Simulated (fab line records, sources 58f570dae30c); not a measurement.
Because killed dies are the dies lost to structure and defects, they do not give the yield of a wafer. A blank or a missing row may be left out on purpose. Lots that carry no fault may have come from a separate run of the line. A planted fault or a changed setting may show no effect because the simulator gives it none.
Which tool did it? | flow berkeley_cmos170 | 14 lots with 42 wafers sampled at 5 steps, on a route of 331 steps

== WHAT THE GAUGES SHOWED, per wafer ==
UCB170_PSD_CD_MEAS_06: target cd 1200 nm. Usual: cd_nm at 1200.2 nm, with a standard deviation of 1.7.
lot  | measured     | on        | cd_nm (nm)           | flag
L790 | day 6 15:08  | cd_sem-01 | 1201.8 1202.4 1201.8 |
L791 | day 7 03:15  | cd_sem-02 | 1201.0 1201.7 1201.2 |
L792 | day 7 07:28  | cd_sem-02 | 1200.0 1200.6 1201.1 |
L794 | day 7 07:17  | cd_sem-01 | 1201.2 1201.5 1199.8 |
L798 | day 8 13:16  | cd_sem-01 | 1199.1 1199.1 1198.7 |
L795 | day 8 13:03  | cd_sem-02 | 1201.3 1201.3 1200.9 |
L800 | day 9 06:46  | cd_sem-02 | 1199.7 1199.2 1199.2 |
L803 | day 9 20:48  | cd_sem-02 | 1200.9 1201.8 1202.1 |
L801 | day 10 01:06 | cd_sem-01 | 1198.6 1199.4 1197.3 |
L804 | day 10 01:13 | cd_sem-02 | 1202.9 1200.8 1200.2 |
L805 | day 10 00:51 | cd_sem-02 | 1201.0 1200.8 1200.8 |
L808 | day 11 01:25 | cd_sem-01 | 1204.4 1204.2 1203.2 |
L806 | day 11 01:00 | cd_sem-02 | 1197.5 1199.3 1197.3 |
L812 | day 12 00:25 | cd_sem-01 | 1199.0 1198.5 1198.7 |

UCB170_SDANNEAL_RS_MEAS_03: measures by four-point-probe. Usual: NSD_RS 37.25 ohm/sq, standard deviation 0.085.
lot  | measured     | on            | NSD_RS (ohm/sq)   | flag
L790 | day 6 18:53  | film_metro-04 | 37.24 37.23 37.30 |
L791 | day 7 06:46  | film_metro-01 | 37.21 37.04 37.14 |
L792 | day 7 11:11  | film_metro-01 | 37.15 37.04 37.17 |
L794 | day 7 10:44  | film_metro-01 | 37.31 37.27 37.43 |
L798 | day 8 21:53  | film_metro-04 | 37.18 37.24 37.32 |
L795 | day 8 22:01  | film_metro-03 | 37.29 37.28 37.37 |
L800 | day 9 15:37  | film_metro-01 | 37.11 36.99 37.17 |
L803 | day 10 03:00 | film_metro-03 | 37.31 37.21 37.20 |
L801 | day 10 05:38 | film_metro-03 | 37.19 37.31 37.23 |
L804 | day 10 05:22 | film_metro-04 | - - -             | OFF
L805 | day 10 04:55 | film_metro-03 | 37.26 37.25 37.18 |
L808 | day 11 06:38 | film_metro-03 | - - -             | OFF
L806 | day 11 06:06 | film_metro-03 | 37.20 37.25 37.12 |
L812 | day 12 04:30 | film_metro-03 | 37.21 37.24 37.19 |

== TOOL THAT RAN EACH LOT (tool first, then ch and the chambers of the sampled wafers, then the start) ==
lot  | UCB170_NLDD_STRIP_10                 | UCB170_SPACER_ETCHBACK_03          | UCB170_NSD_IMPLANT_08
L790 | plasma_asher-04 ch 0,1, day 6 06:55  | rie_diel-02 ch 1,2, day 6 14:05    | implanter-01 ch 0, day 6 17:26
L791 | plasma_asher-04 ch 0,1, day 6 21:47  | rie_diel-01 ch 0,3, day 7 01:53    | implanter-01 ch 0, day 7 05:02
L792 | plasma_asher-03 ch 0,1, day 7 01:41  | rie_diel-04 ch 0,1,2, day 7 05:39  | implanter-04 ch 0, day 7 09:31
L794 | plasma_asher-01 ch 0,1, day 7 01:50  | rie_diel-02 ch 1,2,3, day 7 05:39  | implanter-02 ch 0, day 7 09:17
L798 | plasma_asher-04 ch 0,1, day 8 05:01  | rie_diel-02 ch 0,1,2, day 8 12:05  | implanter-02 ch 0, day 8 16:37
L795 | plasma_asher-03 ch 0,1, day 8 05:01  | rie_diel-04 ch 0,1, day 8 12:05    | implanter-01 ch 0, day 8 17:00
L800 | plasma_asher-03 ch 0,1, day 8 23:11  | rie_diel-01 ch 1,2,3, day 9 05:36  | implanter-02 ch 0, day 9 11:01
L803 | plasma_asher-04 ch 0, day 9 17:02    | rie_diel-02 ch 0,2,3, day 9 19:53  | implanter-02 ch 0, day 9 23:31
L801 | plasma_asher-04 ch 0,1, day 9 17:19  | rie_diel-01 ch 0,2,3, day 9 23:55  | implanter-04 ch 0, day 10 03:49
L804 | plasma_asher-04 ch 0,1, day 9 17:37  | rie_diel-04 ch 2,3, day 9 23:55    | implanter-02 ch 0, day 10 03:31
L805 | plasma_asher-03 ch 0,1, day 9 17:41  | rie_diel-02 ch 1,2,3, day 9 23:55  | implanter-04 ch 0, day 10 03:27
L808 | plasma_asher-04 ch 0,1, day 10 17:57 | rie_diel-01 ch 0,2,3, day 10 23:26 | implanter-02 ch 0, day 11 04:11
L806 | plasma_asher-03 ch 0,1, day 10 18:04 | rie_diel-02 ch 0,1, day 10 23:26   | implanter-04 ch 0, day 11 03:46
L812 | plasma_asher-01 ch 0,1, day 11 17:15 | rie_diel-02 ch 1,2,3, day 11 22:38 | implanter-04 ch 0, day 12 03:03
- UCB170_NLDD_STRIP_10: strips in O2.
- UCB170_SPACER_ETCHBACK_03: etches SiO2 in CHF3/CF4/Ar, stops on Si, target depth 376 nm, time 100 s.
- UCB170_NSD_IMPLANT_08

== WHAT THE TOOLS THEMSELVES READ (means of the sampled wafers that have a number; where no wafer has one, the mark that the record gives instead) ==
UCB170_NLDD_STRIP_10. Usual: drypump_motor_current_A 5.6 A, standard deviation 0.49; oes_product_au 0.735 a.u., standard deviation 0.0045; strip_time_to_endpoint_s 21.61 s, standard deviation 0.079.
lot  | tool            | drypump_motor_current_A (A) | oes_product_au (a.u.) | strip_time_to_endpoint_s (s) | flag
L790 | plasma_asher-04 | 5.1                         | 0.736                 | 21.50                        |
L791 | plasma_asher-04 | 5.1                         | 0.732                 | 21.60                        |
L792 | plasma_asher-03 | 5.9                         | 0.734                 | 21.67                        |
L794 | plasma_asher-01 | 6.4                         | 0.735                 | 21.55                        |
L798 | plasma_asher-04 | 5.1                         | 0.729                 | 21.58                        |
L795 | plasma_asher-03 | 5.8                         | 0.733                 | 21.55                        |
L800 | plasma_asher-03 | 5.7                         | 0.732                 | 21.73                        |
L803 | plasma_asher-04 | 5.2                         | 0.735                 | 21.49                        |
L801 | plasma_asher-04 | 5.1                         | 0.739                 | 21.56                        |
L804 | plasma_asher-04 | 5.2                         | 0.737                 | 21.52                        |
L805 | plasma_asher-03 | 5.8                         | 0.734                 | 21.64                        |
L808 | plasma_asher-04 | 5.2                         | 0.735                 | 21.62                        |
L806 | plasma_asher-03 | 5.8                         | 0.735                 | 21.67                        |
L812 | plasma_asher-01 | 6.1                         | 0.735                 | 21.57                        |

UCB170_SPACER_ETCHBACK_03. Usual: CHF3_flow_sccm 50.00 sccm, standard deviation 0.16; drypump_motor_current_A 5.8 A, standard deviation 0.41; oes_product_au 0.898 a.u., standard deviation 0.02; throttle_valve_pct 6.50 %, standard deviation 0.1.
lot  | tool        | CHF3_flow_sccm (sccm) | drypump_motor_current_A (A) | oes_product_au (a.u.) | throttle_valve_pct (%) | flag
L790 | rie_diel-02 | 49.95                 | 5.6                         | 0.892                 | 6.43                   |
L791 | rie_diel-01 | 50.00                 | 6.1                         | 0.903                 | 6.58                   |
L792 | rie_diel-04 | 49.78                 | 5.6                         | 0.907                 | 6.50                   |
L794 | rie_diel-02 | 50.07                 | 5.8                         | 0.912                 | 6.44                   |
L798 | rie_diel-02 | 49.82                 | 5.6                         | 0.889                 | 6.45                   |
L795 | rie_diel-04 | 50.11                 | 5.6                         | 0.912                 | 6.49                   |
L800 | rie_diel-01 | 50.17                 | 6.0                         | 0.899                 | 6.60                   |
L803 | rie_diel-02 | 49.81                 | 5.7                         | 0.892                 | 6.45                   |
L801 | rie_diel-01 | 50.03                 | 6.1                         | 0.909                 | 6.55                   |
L804 | rie_diel-04 | 50.02                 | 5.8                         | 0.916                 | 6.44                   |
L805 | rie_diel-02 | 50.13                 | 5.8                         | 0.884                 | 6.42                   |
L808 | rie_diel-01 | 49.97                 | 6.1                         | 0.904                 | 6.55                   |
L806 | rie_diel-02 | 50.04                 | 5.3                         | 0.870                 | 6.46                   |
L812 | rie_diel-02 | 50.06                 | 5.8                         | 0.884                 | 6.43                   |

UCB170_NSD_IMPLANT_08. Usual: tilt_deg 7.000 degrees, standard deviation 0.021.
lot  | tool         | tilt_deg (degrees) | flag
L790 | implanter-01 | 7.000              |
L791 | implanter-01 | 7.017              |
L792 | implanter-04 | 6.981              |
L794 | implanter-02 | 7.011              |
L798 | implanter-02 | 7.001              |
L795 | implanter-01 | 6.967              |
L800 | implanter-02 | 7.007              |
L803 | implanter-02 | 6.991              |
L801 | implanter-04 | 6.988              |
L804 | implanter-02 | 5.485              | OFF
L805 | implanter-04 | 6.995              |
L808 | implanter-02 | 5.532              | OFF
L806 | implanter-04 | 7.012              |
L812 | implanter-04 | 7.023              |

== THE ANSWER, worked out from the rows above alone ==
Rule: take the mean of a lot's wafers that have a number; if it is more than 3 standard deviations from the usual mean, the lot is off. Also off: a lot with no number at a reading for which 4 or more lots have one. Any other lot the step has rows for is counted as sound. First the gauges in route order, then the tools' own readings, where a lot's mean is used as printed above. At the first step where some lot is off, the reading lying furthest off is the one used; lots without a number count as furthest.
Off: L804, L808, at UCB170_SDANNEAL_RS_MEAS_03 (NSD_RS). Without a number there: L804, L808.
If a tool, at a process step before that reading, ran all the lots that are off and no sound lot after the first of them, it fits. Not tried: the gauges at UCB170_SDANNEAL_RS_MEAS_03; whatever is off there is also off at UCB170_NSD_IMPLANT_08, on other tools, and gauge error can't account for it. Can't be told from this: 2 tools fit, plasma_asher-04 at UCB170_NLDD_STRIP_10, implanter-02 at UCB170_NSD_IMPLANT_08.

== WHAT HAD BEEN PUT IN BY THE SIMULATOR ==
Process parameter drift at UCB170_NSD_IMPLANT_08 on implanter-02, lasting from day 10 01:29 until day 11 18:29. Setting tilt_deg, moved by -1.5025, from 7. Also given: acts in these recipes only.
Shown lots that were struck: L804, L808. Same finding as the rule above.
